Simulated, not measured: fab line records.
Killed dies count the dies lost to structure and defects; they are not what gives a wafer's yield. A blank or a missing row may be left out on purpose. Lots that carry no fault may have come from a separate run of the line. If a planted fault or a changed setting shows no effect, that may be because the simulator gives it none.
fab line records + flow rit_cmos
record
- lots=15
- wafers=45
- last_day=7
route steps=202 shown NLDD@107
lots with no fault: from the same line, run without faults
start_h: hours from the record's first day to the start of the lot's first wafer shown + wait_h: hours elapsed since this lot's preceding step + " as in the row above + L1.1+2: several wafers, shown together as one row + - value missing, or start not given + * or withheld: withheld + < > ~ a bound
route shown NAME@n: a module of which the file shows steps, and the number in the route of the first + usual: average and standard deviation across the fault-free wafers + same: alike in all rows + chamber/n: place in a boat + sites: the reading at each site + _std_site: standard deviation across them + _edge_site: inner sites' mean taken away from outer sites' mean + radius_mm: for every site, how far away it sits from the centre of the wafer + mask NAME#n: copy n + behind: the most recent tool/chamber to have shaped the wafer + hold: the reason the lot was held/the length of the hold in hours/how it ended + device: the transistor (n, p or np) that didn't switch + end of line: the same wafers' tests at the end of the route + a step without rows: its recipe alone + killed: dies that structure and defects cost at the first sort, which is not the same as the wafer's yield + map: a wafer's dies, x killed, . not, _ none there
set.NAME: the setting that was run; set.NAME@STEP: the one run at that earlier step + model.NAME: the simulator's own value behind a step, which no gauge read
one table for each step of the route and one row for each wafer, over a sample of lots
## steps
# step RIT_NLDD_PEB_04
# recipe
- resist=NOVOLAK
- temp_c=withheld
- time_s=withheld
# usual
- chill_plate_temp_C=*
- exhaust_pa=45.1/0.92
- resist_line_temp_C=*
| lot.wafer | tool           | chamber | start_h | wait_h | chill_plate_temp_C | exhaust_pa | resist_line_temp_C |
|-----------|----------------|---------|---------|--------|--------------------|------------|--------------------|
| L969.2    | litho_track-03 | 0       | 50.38   | 0.1    | *                  | 45.0       | *                  |
| L969.3    | "              | 0       | "       | "      | *                  | 45.4       | *                  |
| L969.4    | "              | 0       | "       | "      | *                  | 46.5       | *                  |
| L971.2    | litho_track-02 | 0       | 57.39   | 0.4    | *                  | 45.2       | *                  |
| L971.5    | "              | 0       | "       | "      | *                  | 44.6       | *                  |
| L971.6    | "              | 0       | "       | "      | *                  | 45.4       | *                  |
| L973.3    | litho_track-04 | 0       | 68.27   | 0.1    | *                  | 45.2       | *                  |
| L973.4    | "              | 0       | "       | "      | *                  | 43.6       | *                  |
| L973.6    | "              | 0       | "       | "      | *                  | 45.0       | *                  |
| L974.2    | litho_track-02 | 0       | 71.68   | 0.2    | *                  | 46.0       | *                  |
| L974.4    | "              | 0       | "       | "      | *                  | 44.7       | *                  |
| L974.6    | "              | 0       | "       | "      | *                  | 46.4       | *                  |
| L975.1    | litho_track-04 | 0       | 75.61   | 0.1    | *                  | 45.6       | *                  |
| L975.2    | "              | 0       | "       | "      | *                  | 44.2       | *                  |
| L975.4    | "              | 0       | "       | "      | *                  | 45.5       | *                  |
| L979.2    | litho_track-02 | 0       | 95.88   | 0.1    | *                  | 44.0       | *                  |
| L979.4    | "              | 0       | "       | "      | *                  | 46.6       | *                  |
| L979.5    | "              | 0       | "       | "      | *                  | 45.3       | *                  |
| L980.2    | litho_track-04 | 0       | 101.13  | 0.2    | *                  | 44.4       | *                  |
| L980.3    | "              | 0       | "       | "      | *                  | 44.3       | *                  |
| L980.4    | "              | 0       | "       | "      | *                  | 44.8       | *                  |
| L983.1    | litho_track-02 | -       | 117.18  | 0.1    | -                  | -          | -                  |
| L983.2    | "              | -       | "       | "      | -                  | -          | -                  |
| L983.5    | "              | -       | "       | "      | -                  | -          | -                  |
| L984.1    | litho_track-02 | -       | 120.77  | 0.1    | -                  | -          | -                  |
| L984.3    | "              | -       | "       | "      | -                  | -          | -                  |
| L984.6    | "              | -       | "       | "      | -                  | -          | -                  |
| L985.3    | litho_track-02 | -       | 125.93  | 0.1    | -                  | -          | -                  |
| L985.4    | "              | -       | "       | "      | -                  | -          | -                  |
| L985.6    | "              | -       | "       | "      | -                  | -          | -                  |
| L986.3    | litho_track-03 | 0       | 132.40  | 0.1    | *                  | 44.8       | *                  |
| L986.5    | "              | 0       | "       | "      | *                  | 45.0       | *                  |
| L986.6    | "              | 0       | "       | "      | *                  | 43.9       | *                  |
| L988.1    | litho_track-02 | 0       | 141.61  | 0.1    | *                  | 45.8       | *                  |
| L988.3    | "              | 0       | "       | "      | *                  | 45.5       | *                  |
| L988.6    | "              | 0       | "       | "      | *                  | 46.6       | *                  |
| L989.2    | litho_track-02 | 0       | 145.37  | 0.1    | *                  | 46.0       | *                  |
| L989.4    | "              | 0       | "       | "      | *                  | 46.1       | *                  |
| L989.5    | "              | 0       | "       | "      | *                  | 45.7       | *                  |
| L990.3    | litho_track-02 | 0       | 151.22  | 0.1    | *                  | 45.5       | *                  |
| L990.4    | "              | 0       | "       | "      | *                  | 45.5       | *                  |
| L990.5    | "              | 0       | "       | "      | *                  | 46.3       | *                  |
| L991.2    | litho_track-02 | 0       | 155.69  | 0.1    | *                  | 44.4       | *                  |
| L991.5    | "              | 0       | "       | "      | *                  | 43.9       | *                  |
| L991.6    | "              | 0       | "       | "      | *                  | 43.9       | *                  |
## key
first_sign
- step=RIT_NLDD_PEB_04
- reading=tool_record
- direction=missing
effect none on later readings
met_at RIT_NLDD_PEB_04
struck_lots L983,L984,L985
rows_end L985.3,L985.4,L985.6
sort_left_out L983.1,L983.2,L983.5,L984.1,L984.3,L984.6
tester_left_out L983,L984
onset_between 95.88 117.18
fault
- kind=skipped_step_whole
- tool=litho_track-02
- chamber=-
- onset_h=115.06
- steps=RIT_NLDD_PEB_04
- scope=struck_lots_only
# tester_left_out: of these lots the tester's yield and bins aren't shown, on N5 and GAA mostly nor the transistor test; their killed dies are dies lost to structure and defects alone, not to doping, threshold or leakage, so they don't give the yield
# sort_left_out: the simulated sort isn't trusted on such a fault, so these wafers' sort isn't shown, and their yield isn't known
# rows_end: these wafers met a further fault down the route, and their rows from its step on are left out
